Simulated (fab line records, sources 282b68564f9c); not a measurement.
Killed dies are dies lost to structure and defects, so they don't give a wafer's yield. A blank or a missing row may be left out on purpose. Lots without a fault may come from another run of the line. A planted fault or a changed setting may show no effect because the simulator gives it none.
fab line records | flow rit_cmos
record lots=13 wafers=39 last_day=7
route steps=202 shown ACTIVE@4
lots that met no fault: from a run of the same line without faults
start_h: hours from the record's first day to the start of the lot's first wafer shown | wait_h: hours since the lot's step before | " the same as in the row above | L1.1+2: a row that stands for several wafers | - no value, or no start given | * or withheld: withheld | < > ~ a bound
route shown NAME@n: a module of which the file shows steps, and the number in the route of the first | usual: mean/standard deviation of fault-free wafers | same: alike in all rows | chamber/n: place in a boat | sites: the reading at each site | _std_site: their standard deviation | _edge_site: outer sites' mean less inner sites' | radius_mm: how far each site lies from the wafer's centre | mask NAME#n: copy n | behind: the tool/chamber that last shaped the wafer | hold: why the lot was held/for how many hours/how that ended | device: the transistor (n, p or np) that didn't switch | end of line: the same wafers' tests at the end of the route | a step without rows: its recipe alone | killed: dies lost to structure and defects at the first sort, not the wafer's yield | map: a wafer's dies, x killed, . not, _ none there
set.NAME: the setting as run; set.NAME@STEP: as run at that earlier step | model.NAME: the simulator's own value behind a step, which no gauge read
steps of the route over a sample of lots; a table a step, a row a wafer
services: from which hour (start_h, from the record's first day; less than 0 if before it) a tool's chamber was out of use, for how many hours, and why
## steps
# step RIT_ACTIVE_CVD_03
# recipe material=Si3N4 target_thk_nm=150 temp_c=810 precursor=SiH2Cl2/NH3 time_s=1500 pressure_mtorr=300 sih2cl2_flow_sccm=60 nh3_flow_sccm=150
# columns lot.wafer tool chamber start_h wait_h
L374.2+5+6 lpcvd-01 1 12.94 0.0
L376.1+2+3 lpcvd-01 1 25.27 0.1
L377.2+3+5 lpcvd-02 0 29.40 0.0
L379.2+4+6 lpcvd-02 1 40.37 0.0
L381.3+5+6 lpcvd-01 1 47.11 0.0
L382.1+2+6 lpcvd-02 0 52.81 0.1
L383.1+3+4 lpcvd-01 0 58.12 0.1
L384.3+4+5 lpcvd-01 0 62.34 0.0
L385.1+2+5 lpcvd-02 1 69.21 0.5
L386.1+2+6 lpcvd-01 1 72.17 0.1
L387.1+2+3 lpcvd-01 0 79.66 0.1
L388.1+2+6 lpcvd-01 0 82.91 0.1
L397.1+2+5 lpcvd-02 0 130.07 0.1
# step RIT_ACTIVE_THK_MEAS_04
# recipe reads=Si3N4_of_ACTIVE_CVD_03
# usual ACTIVE_NITRIDE_THK=149.9/1.3
# columns lot.wafer tool chamber start_h wait_h ACTIVE_NITRIDE_THK[nm]
L374.2 film_metro-04 - 14.36 0.0 149.7
L374.5 " - " " 149.0
L374.6 " - " " 149.5
L376.1 film_metro-02 - 26.68 0.0 148.9
L376.2 " - " " 149.8
L376.3 " - " " 149.9
L377.2 film_metro-03 - 30.83 0.0 151.2
L377.3 " - " " 149.4
L377.5 " - " " 151.3
L379.2 film_metro-03 - 41.80 0.0 150.5
L379.4 " - " " 148.6
L379.6 " - " " 150.8
L381.3 film_metro-04 - 48.56 0.0 150.8
L381.5 " - " " 150.4
L381.6 " - " " 151.8
L382.1 film_metro-03 - 54.23 0.0 150.5
L382.2 " - " " 151.0
L382.6 " - " " 150.9
L383.1 film_metro-02 - 59.53 0.0 150.3
L383.3 " - " " 150.6
L383.4 " - " " 150.3
L384.3 film_metro-03 - 63.78 0.0 147.9
L384.4 " - " " 147.3
L384.5 " - " " 148.0
L385.1 film_metro-04 - 70.63 0.0 151.3
L385.2 " - " " 153.1
L385.5 " - " " 150.8
L386.1 film_metro-03 - 73.58 0.0 150.2
L386.2 " - " " 149.1
L386.6 " - " " 149.3
L387.1 film_metro-03 - 81.08 0.0 150.4
L387.2 " - " " 149.2
L387.3 " - " " 150.5
L388.1 film_metro-03 - 84.32 0.0 101.8
L388.2 " - " " 102.7
L388.6 " - " " 102.6
L397.1 film_metro-04 - 131.48 0.0 152.1
L397.2 " - " " 150.9
L397.5 " - " " 152.3
# step RIT_ACTIVE_ETCH_13
# recipe stop_on=SiO2 chemistry=SF6 target=Si3N4 time_s=210 over_etch_frac=0.4 SF6_flow_sccm=200 pressure_mtorr=260 rf_w=125 target_depth_a=2100
# usual SF6_flow_sccm=199.9/0.63 chamber_pressure_mTorr=260.01/0.21 drypump_motor_current_A=5.7/0.44 oes_product_au=0.816/0.012 throttle_valve_pct=7.52/0.12
# columns lot.wafer tool chamber start_h wait_h SF6_flow_sccm chamber_pressure_mTorr drypump_motor_current_A oes_product_au rf_hours_counter_h throttle_valve_pct
L374.2 rie_diel-02 0 15.66 0.1 200.0 260.20 5.8 0.820 37 7.42
L374.5 " 1 " " 199.2 259.83 5.2 0.828 - 7.46
L374.6 " 0 " " 200.9 259.93 5.8 0.810 - 7.42
L376.1 rie_diel-01 2 27.99 0.1 200.2 260.51 5.9 0.806 81 7.52
L376.2 " 0 " " 199.9 259.96 5.7 0.831 172 7.67
L376.3 " 1 " " 199.5 259.68 5.6 0.800 13 7.47
L377.2 rie_diel-04 2 32.35 0.1 199.8 259.88 6.3 0.827 2 7.53
L377.3 " 0 " " 199.4 260.19 4.7 0.804 77 7.73
L377.5 " 0 " " 198.4 259.97 4.8 0.810 - 7.72
L379.2 rie_diel-02 3 42.97 0.1 200.5 259.84 6.0 0.828 30 7.73
L379.4 " 1 " " 200.6 259.71 5.2 0.826 69 7.46
L379.6 " 0 " " 201.0 259.98 5.8 0.813 - 7.40
L381.3 rie_diel-04 3 49.72 0.1 199.6 260.02 5.9 0.811 129 7.42
L381.5 " 3 " " 199.6 259.80 5.9 0.811 - 7.43
L381.6 " 2 " " 199.6 260.06 6.4 0.811 - 7.54
L382.1 rie_diel-02 3 55.41 0.1 198.3 260.07 6.0 0.823 30 7.73
L382.2 " 1 " " 199.3 260.19 5.2 0.831 70 7.44
L382.6 " 1 " " 200.7 260.11 5.2 0.837 - 7.45
L383.1 rie_diel-02 3 60.71 0.1 198.5 260.32 6.0 0.825 30 7.74
L383.3 " 1 " " 200.6 260.12 5.2 0.831 70 7.45
L383.4 " 0 " " 200.4 260.08 5.8 0.805 - 7.41
L384.3 rie_diel-02 2 65.06 0.1 199.6 259.97 5.3 0.834 65 7.36
L384.4 " 3 " " 199.4 259.80 6.0 0.820 30 7.74
L384.5 " 3 " " 199.8 260.26 6.0 0.819 - 7.75
L385.1 rie_diel-01 3 71.93 0.1 200.2 259.89 6.1 0.824 5 7.56
L385.2 " 0 " " 200.3 259.69 5.7 0.829 1 7.68
L385.5 " 0 " " 199.8 259.92 5.7 0.817 - 7.68
L386.1 rie_diel-04 3 74.76 0.1 199.9 259.99 5.9 0.819 130 7.44
L386.2 " 1 " " 199.3 259.94 6.2 0.794 121 7.46
L386.6 " 0 " " 199.5 259.77 4.8 0.813 - 7.73
L387.1 rie_diel-01 0 82.26 0.1 199.5 259.57 5.7 0.825 1 7.67
L387.2 " 1 " " 199.8 260.00 5.6 0.795 13 7.49
L387.3 " 2 " " 200.9 260.19 5.9 0.807 82 7.51
L388.1 rie_diel-04 1 85.87 0.1 200.7 260.08 6.2 0.657 122 7.45
L388.2 " 3 " " 200.5 259.61 5.9 0.679 130 7.44
L388.6 " 3 " " 200.1 260.01 5.9 0.680 - 7.42
L397.1 rie_diel-01 1 132.85 0.1 200.6 260.23 5.6 0.809 14 7.50
L397.2 " 0 " " 200.4 259.85 5.7 0.830 2 7.66
L397.5 " 2 " " 199.3 260.13 6.0 0.818 - 7.51
## services
# columns tool chamber start_h hours kind
lpcvd-01 - -3.21 1.1 repair
rie_diel-01 2 5.38 3.6 repair
rie_diel-01 0 33.63 - clean
rie_diel-01 0 33.63 16.7 scheduled_down
rie_diel-01 0 33.63 16.7 vent_cycle
rie_diel-02 2 47.65 16.1 repair
rie_diel-01 1 49.92 13.7 repair
rie_diel-01 2 52.35 3.6 repair
rie_diel-04 2 62.58 1.5 repair
rie_diel-01 - 84.90 2.8 pm
lpcvd-01 - 86.04 0.6 repair
rie_diel-01 - 90.31 14.6 pm
rie_diel-04 3 103.86 3.8 repair
rie_diel-02 3 121.40 9.6 repair
rie_diel-01 1 123.80 4.4 repair
## key
first_sign step=RIT_ACTIVE_THK_MEAS_04 reading=ACTIVE_NITRIDE_THK direction=down sigmas=38 usual=149.9 struck=102.4
effect step=RIT_ACTIVE_ETCH_13 reading=oes_product_au direction=down sigmas=12 usual=0.816 struck=0.672
met_at RIT_ACTIVE_CVD_03
struck_lots L388
struck_wafers L388.1,L388.2,L388.6
tester_left_out L388
onset_between 79.66 82.91
fault kind=process_parameter_drift tool=lpcvd-01 chamber=0 onset_h=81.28 steps=RIT_ACTIVE_CVD_03 channel=target_thk_nm offset=-49.5 shape=step end_h=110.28 acts_in=these_recipes_only stated=150
# tester_left_out: of these lots the tester's yield and bins aren't shown, on N5 and GAA mostly nor the transistor test; their killed dies are dies lost to structure and defects alone, not to doping, threshold or leakage, so they don't give the yield
